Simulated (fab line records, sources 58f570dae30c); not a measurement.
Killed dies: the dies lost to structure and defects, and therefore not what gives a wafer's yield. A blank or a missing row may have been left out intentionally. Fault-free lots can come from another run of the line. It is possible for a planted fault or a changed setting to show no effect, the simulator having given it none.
The tool behind it: which one?    flow berkeley_cmos170    Sampling: 15 lots, 45 wafers, 5 of 331 route steps

## WHAT THE GAUGES SHOWED, per wafer
UCB170_M1_OVL_MEAS_10.
lot   measured      on          M1_OVL (nm)
L746  day 6 05:04   overlay-01  -5 -2 5
L747  day 7 07:13   overlay-01  -1 3 -3
L749  day 7 14:25   overlay-01  -3 -12 -1
L750  day 8 10:11   overlay-01  6 3 10
L753  day 8 19:49   overlay-02  2 -3 -1
L756  day 9 11:04   overlay-02  0 2 6
L759  day 10 04:24  overlay-01  -6 -9 -3
L761  day 10 05:05  overlay-02  -6 3 -1
L762  day 10 18:22  overlay-02  -3 -2 -7
L763  day 10 23:43  overlay-01  7 1 2
L764  day 11 05:57  overlay-02  -2 7 2
L766  day 11 09:06  overlay-02  -14 2 -5
L767  day 11 19:29  overlay-01  -4 3 -1
L769  day 11 20:07  overlay-02  -2 -1 2
L768  day 11 20:26  overlay-01  -5 1 3

UCB170_V2_THK_MEAS_01.
lot   measured      on             V2_TEOS_THK (nm)
L746  day 6 16:55   film_metro-02  2011 2015 2044
L747  day 7 18:55   film_metro-02  2012 1992 2038
L749  day 8 02:04   film_metro-03  1992 1976 2014
L750  day 8 18:48   film_metro-01  1710 2035 2028
L753  day 9 06:22   film_metro-03  1984 1709 2012
L756  day 9 20:50   film_metro-02  2018 2000 1693
L759  day 10 14:11  film_metro-03  2020 2017 2026
L761  day 10 14:13  film_metro-02  1991 1997 2028
L762  day 11 03:23  film_metro-02  1970 2001 1987
L763  day 11 12:09  film_metro-01  1996 2031 2008
L764  day 11 17:43  film_metro-01  2005 2063 2036
L766  day 11 17:03  film_metro-03  2026 1996 1995
L767  day 12 07:44  film_metro-03  1961 1962 1980
L769  day 12 08:14  film_metro-03  1981 2007 2016
L768  day 12 08:24  film_metro-02  1992 1982 2009

UCB170_V2_CD_MEAS_90: the cd target is 700 nm.
lot   measured      on         cd_nm (nm)
L746  day 6 19:19   cd_sem-02  700.2 699.1 698.7
L747  day 7 22:24   cd_sem-02  701.1 700.8 698.1
L749  day 8 04:07   cd_sem-02  699.1 701.4 699.6
L750  day 8 21:08   cd_sem-02  699.5 699.8 700.5
L753  day 9 08:48   cd_sem-01  697.2 700.3 699.1
L756  day 9 22:57   cd_sem-02  700.2 698.2 698.9
L759  day 10 16:15  cd_sem-01  699.3 699.0 698.7
L761  day 10 16:30  cd_sem-01  698.2 698.9 698.3
L762  day 11 05:23  cd_sem-01  698.0 699.1 699.7
L763  day 11 14:30  cd_sem-01  700.5 701.4 698.7
L764  day 11 20:05  cd_sem-01  699.7 701.1 699.7
L766  day 11 19:05  cd_sem-02  701.3 700.6 701.6
L767  day 12 10:07  cd_sem-02  698.4 699.2 698.7
L769  day 12 10:40  cd_sem-02  700.1 699.2 699.7
L768  day 12 10:55  cd_sem-02  698.5 700.3 698.9

## TOOL THAT RAN EACH LOT (tool first, then ch and the chambers of the sampled wafers, then the start)
lot   UCB170_V1_CMP_02               UCB170_V2_CVD_00
L746  cmp-01 ch 0,3, day 6 10:35     pecvd-01 ch 0,1, day 6 16:45
L747  cmp-02 ch 0,1,3, day 7 13:05   pecvd-04 ch 0,1,2, day 7 18:46
L749  cmp-02 ch 1,2, day 7 19:12     pecvd-01 ch 0,1,2, day 8 01:58
L750  cmp-01 ch 1,2,3, day 8 13:24   pecvd-04 ch 0,1,2, day 8 18:37
L753  cmp-01 ch 2,3, day 9 01:33     pecvd-04 ch 0,1, day 9 06:13
L756  cmp-02 ch 0,2,3, day 9 15:59   pecvd-04 ch 0,1,2, day 9 20:40
L759  cmp-02 ch 0,1,3, day 10 08:29  pecvd-03 ch 0,1, day 10 14:01
L761  cmp-01 ch 1,2,3, day 10 08:40  pecvd-01 ch 1,2, day 10 14:04
L762  cmp-02 ch 1,2, day 10 22:32    pecvd-01 ch 0,2, day 11 03:12
L763  cmp-02 ch 1,2, day 11 05:44    pecvd-03 ch 1,2, day 11 11:59
L764  cmp-02 ch 1,2,3, day 11 11:34  pecvd-03 ch 1,2, day 11 17:34
L766  cmp-01 ch 0,1, day 11 11:29    pecvd-01 ch 0,1,2, day 11 16:57
L767  cmp-02 ch 0,2,3, day 12 00:55  pecvd-01 ch 0,2, day 12 07:35
L769  cmp-02 ch 2,3, day 12 01:07    pecvd-03 ch 0,2, day 12 07:59
L768  cmp-01 ch 0,1,2, day 12 00:52  pecvd-04 ch 0,1, day 12 08:15
- UCB170_V1_CMP_02: polishes SiO2.
- UCB170_V2_CVD_00: deposits SiO2 from TEOS/O2, target thk 2000 nm, time 250 s.

## AS READ BY THE TOOLS THEMSELVES (means over the sampled wafers that have a number; for cases with no such wafer, the mark the record gives instead)
UCB170_V1_CMP_02.
lot   tool    edge_zone_pressure_frac  motor_current_A (A)
L746  cmp-01  0.996                    18.3
L747  cmp-02  0.995                    15.4
L749  cmp-02  0.996                    16.0
L750  cmp-01  0.999                    16.8
L753  cmp-01  0.999                    18.6
L756  cmp-02  0.998                    15.1
L759  cmp-02  0.999                    15.8
L761  cmp-01  0.997                    17.3
L762  cmp-02  1.003                    15.9
L763  cmp-02  1.002                    15.5
L764  cmp-02  1.003                    15.4
L766  cmp-01  1.004                    15.5
L767  cmp-02  0.998                    14.6
L769  cmp-02  1.005                    15.0
L768  cmp-01  1.001                    16.1

UCB170_V2_CVD_00.
lot   tool      heater_power_w (W)  rf_fwd_power_W (W)
L746  pecvd-01  228                 548.4
L747  pecvd-04  285                 548.1
L749  pecvd-01  255                 550.2
L750  pecvd-04  329                 474.8
L753  pecvd-04  304                 475.1
L756  pecvd-04  314                 475.4
L759  pecvd-03  319                 549.2
L761  pecvd-01  252                 548.9
L762  pecvd-01  212                 547.0
L763  pecvd-03  248                 545.7
L764  pecvd-03  231                 549.2
L766  pecvd-01  225                 547.4
L767  pecvd-01  286                 549.1
L769  pecvd-03  272                 547.1
L768  pecvd-04  305                 549.4

## THE ANSWER, worked out from the rows above alone
Rule: what is usual is taken from the lots themselves. Put in order of their means at a reading, lots are off if they are a third of the lots or fewer, leave a main group of 4 or more, and stand apart from it by a gap of 3 or more times the standard deviation of the main group's means; of several such gaps the widest counts. The tables above print the reading to a certain number of digits; a main group whose means all agree to those digits is not used. Also off: a lot with no number at a reading for which 4 or more lots have one. Any other lot the step has rows for is counted as sound. The gauges are gone through in route order, then the tools' own readings, and for those a lot's mean is taken as printed above. At the first step where some lot is off, the reading lying furthest off is the one used; lots without a number count as furthest.
Off: L750, L753, L756, at UCB170_V2_CVD_00 (rf_fwd_power_W). For the main group the mean is 548.3 W and the standard deviation 1.2.
If a tool, at that step or one of the process steps before it, ran each lot that is off and ran no sound lot following the first of them, it fits. Not one of the candidates tried fits.

## WHAT THE SIMULATOR HAD PUT IN
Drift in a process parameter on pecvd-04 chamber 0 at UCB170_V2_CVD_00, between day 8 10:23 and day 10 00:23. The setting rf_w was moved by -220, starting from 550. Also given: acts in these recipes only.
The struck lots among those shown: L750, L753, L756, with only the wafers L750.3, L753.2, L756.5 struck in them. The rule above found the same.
